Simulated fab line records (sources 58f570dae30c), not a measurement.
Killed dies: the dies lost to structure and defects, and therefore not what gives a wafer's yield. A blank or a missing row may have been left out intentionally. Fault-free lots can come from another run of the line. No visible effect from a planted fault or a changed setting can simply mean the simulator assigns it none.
Which of the tools did it?	flow berkeley_cmos170	14 lots, 42 wafers sampled, at 2 steps of a route of 331

== WHAT EACH GAUGE READ, for each wafer ==
UCB170_ACTIVE_THK_MEAS_06.
lot	measured	on	ACTIVE_NITRIDE_THK (nm)
L693	day 4 05:32	film_metro-02	219.1 220.9 219.8
L694	day 4 15:35	film_metro-03	216.9 218.0 217.8
L696	day 5 06:15	film_metro-03	222.5 224.1 223.8
L697	day 5 06:15	film_metro-01	223.9 222.4 222.2
L698	day 5 13:04	film_metro-01	217.9 218.8 219.1
L699	day 6 00:04	film_metro-02	221.1 221.2 222.4
L703	day 6 15:32	film_metro-01	220.0 221.3 222.0
L704	day 6 15:32	film_metro-02	224.0 222.7 222.3
L705	day 7 03:45	film_metro-03	218.6 218.9 219.1
L706	day 7 17:14	film_metro-02	220.5 219.9 220.1
L709	day 7 19:59	film_metro-02	221.3 224.5 222.5
L711	day 8 09:38	film_metro-03	220.3 222.7 221.0
L712	day 8 14:28	film_metro-03	220.5 221.3 220.3
L714	day 8 20:57	film_metro-01	223.2 224.6 223.8

UCB170_FIELD_THK_MEAS_90.
lot	measured	on	FIELD_OXIDE_LEFT_1_THK (nm)
L693	day 5 03:13	film_metro-04	445 446 445
L694	day 5 09:55	film_metro-01	435 435 435
L696	day 5 22:28	film_metro-04	455 457 459
L697	day 5 22:28	film_metro-03	446 450 449
L698	day 6 05:09	film_metro-04	418 427 423
L699	day 6 16:28	film_metro-04	445 451 447
L703	day 7 12:45	film_metro-04	437 433 432
L704	day 7 12:45	film_metro-03	425 428 424
L705	day 7 21:25	film_metro-03	421 430 425
L706	day 8 12:50	film_metro-01	429 427 425
L709	day 8 12:50	film_metro-04	441 439 443
L711	day 9 04:47	film_metro-04	448 448 442
L712	day 9 09:37	film_metro-01	448 447 444
L714	day 9 18:20	film_metro-03	433 446 441

== WHAT TOOL EACH LOT RAN ON (gives the tool, then ch and the chambers of the sampled wafers, and finally the start) ==
Record: no process step prior to these readings.

== WHAT THE TOOLS THEMSELVES READ (means of the sampled wafers that have a number; where no wafer has one, the mark that the record gives instead) ==
The record holds no such reading with a usual standard deviation.

== THE ANSWER, worked out from the rows above alone ==
Rule: the usual values come from the lots themselves. The widest of any qualifying gaps counts: lots, ordered by their means at a reading, are off when they make up no more than a third of the lots, leave a main group of 4 or more, and stand apart from it by 3 or more times the standard deviation of that group's means. Not used: any main group whose means are identical at the precision the tables above print for the reading. Also off: a lot with no number at a reading for which 4 or more lots have one. Any other lot the step has rows for is counted as sound. First the gauges in route order, then the tools' own readings, where a lot's mean is used as printed above. The first step at which some lot is off is used, and at that step the reading that is off furthest; a lot without a number counts as furthest.
No lot is off on any of the readings shown, so nothing can be concluded from this.

== WHAT WAS PUT IN BY THE SIMULATOR ==
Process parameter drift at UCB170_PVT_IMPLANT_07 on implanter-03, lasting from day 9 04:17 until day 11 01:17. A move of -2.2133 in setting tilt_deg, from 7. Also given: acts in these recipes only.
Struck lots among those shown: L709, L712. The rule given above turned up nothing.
